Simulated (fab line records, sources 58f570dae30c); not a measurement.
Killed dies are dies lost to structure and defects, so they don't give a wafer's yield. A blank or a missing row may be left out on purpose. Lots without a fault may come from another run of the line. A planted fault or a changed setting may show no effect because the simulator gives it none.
One fault seen from 2 desks | flow berkeley_cmos170 | each desk has only its own numbers; what lay behind them comes last

THE TOOL OWNER'S DESK: rie_metal-01
The tool's own readings at UCB170_M2_METAL_ETCH_18 (etches Al in Cl2/BCl3, stops on SiO2, target depth 1170 nm, time 195 s): means of the sampled wafers that have a number, for each lot that ran on this tool. A lot is out of limits, marked OUT, if its mean lies more than 4 standard deviations from the usual mean; the brackets give that distance.
Columns: A = chamber_pressure_mTorr at UCB170_M2_METAL_ETCH_18, usual 11.998 mTorr; B = drypump_motor_current_A at UCB170_M2_METAL_ETCH_18, usual 5.7 A; C = mfc_cl2_sccm at UCB170_M2_METAL_ETCH_18, usual 89.96 sccm; D = oes_product_au at UCB170_M2_METAL_ETCH_18, usual 0.851 a.u.; E = throttle_valve_pct at UCB170_M2_METAL_ETCH_18, usual 24.61 %
lot  | first seen here | A      | B   | C     | D     | E
L530 | day 7 20:58     | 11.989 | 6.3 | 89.95 | 0.859 | 24.48
L539 | day 9 19:01     | 11.993 | 6.4 | 89.81 | 0.849 | 24.48
L542 | day 10 15:06    | 11.989 | 6.3 | 90.20 | 0.854 | 24.48
This desk's finding: nothing out of limits on any of the 3 lots.

THE METROLOGY DESK
What the gauges read, lot by lot, whatever tool the lot ran on: means of the sampled wafers that have a number. A lot is out of limits, marked OUT, if its mean lies more than 4 standard deviations from the usual mean; the brackets give that distance.
Columns: A = cd_nm at UCB170_M2_CD_MEAS_15, usual 700.2 nm; B = M2_OVL at UCB170_M2_OVL_MEAS_16, usual 0 nm
lot  | first seen here | A     | B
L530 | day 7 20:46     | 702.2 | -4
L528 | day 7 21:08     | 700.4 | 4
L539 | day 9 18:49     | 701.2 | 5
L542 | day 10 14:54    | 701.6 | 5
L546 | day 11 15:21    | 700.1 | -1
L551 | day 12 18:18    | 699.5 | 3
This desk's finding: nothing out of limits on any of the 6 lots.

PUT TOGETHER
The tool owner's desk saw nothing out of limits.
The metrology desk saw nothing out of limits.

WHAT THE SIMULATOR HAD PUT IN
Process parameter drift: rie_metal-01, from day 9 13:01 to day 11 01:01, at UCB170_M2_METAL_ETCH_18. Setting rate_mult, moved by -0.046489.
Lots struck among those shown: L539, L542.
